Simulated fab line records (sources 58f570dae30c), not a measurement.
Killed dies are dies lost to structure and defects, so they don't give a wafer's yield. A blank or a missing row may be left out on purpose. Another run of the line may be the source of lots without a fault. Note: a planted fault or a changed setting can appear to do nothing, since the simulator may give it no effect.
The same fault as seen by 2 desks ; flow berkeley-cmos170 ; numbers are kept per desk, each desk with only its own; the story behind them comes last

## TOOL OWNER'S DESK, litho-track-02
The tool's own readings at UCB170_M3_COAT_10 (resist thk 900 nm): means of the sampled wafers that have a number, for each lot that ran on this tool. The brackets show how far a lot's mean lies from the usual mean; more than 4 standard deviations puts the lot out of limits, marked OUT.
Columns: A = dispense-pressure-kPa at UCB170_M3_COAT_10, usual 49 kPa; B = spin-speed-rpm at UCB170_M3_COAT_10, usual 1500.1 rpm
lot;first seen here;A;B
L127;day 7 06:00;56;1500.1
L128;day 7 08:00;55;1499.6
L131;day 8 05:00;56;1499.3
L136;day 9 12:00;55;1446.6 (-56) OUT
L139;day 10 02:00;56;1445.9 (-56) OUT
Finding of this desk: L136, L139 out of limits; the first was L136 at day 9 12:00, on spin-speed-rpm at UCB170_M3_COAT_10. L127, L128, L131 stayed within limits.

## FROM THE METROLOGY DESK
Lot by lot, what the gauges showed, no matter which tool ran the lot: averages of those sampled wafers that carry a number. The brackets show how far a lot's mean lies from the usual mean; more than 4 standard deviations puts the lot out of limits, marked OUT.
Columns: A = NSD_RS at UCB170_SDANNEAL_RS_MEAS_03, usual 37.21 ohm/sq; B = M3_BOW at UCB170_M3_BOW_MEAS_20, usual 35 um
lot;first seen here;A;B
L127;day 6 07:22;37.14;28
L128;day 6 10:10;37.18;43
L131;day 7 07:02;37.26;41
L129;day 7 07:25;37.12;25
L135;day 7 14:18;37.07;31
L136;day 8 13:40;37.24;41
L137;day 8 13:52;37.15;30
L139;day 9 04:46;37.25;34
L142;day 9 12:40;37.04;35
L144;day 9 18:02;37.32;42
L143;day 9 18:21;37.22;36
L146;day 10 11:08;37.35;38
L145;day 10 17:10;37.22;35
L147;day 10 17:49;37.30;33
This desk's verdict: no lot among the 14 shows anything out of limits.

## BROUGHT TOGETHER
The tool owner's desk could have raised an alarm at day 9 12:00, on L136, L139.
The metrology desk saw nothing out of limits.
The metrology desk holds a record of L136, L139, inside its limits.
All the named lots went through UCB170_M3_COAT_10 on litho-track-02.

## WHAT THE SIMULATOR HAD PUT IN
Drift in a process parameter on litho-track-02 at UCB170_M3_COAT_10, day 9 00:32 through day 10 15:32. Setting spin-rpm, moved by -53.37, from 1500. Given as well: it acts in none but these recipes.
Lots struck among those shown: L136, L139.
Time in hours from fault onset to the first out-of-limits reading at each desk: the tool owner's desk, 11.
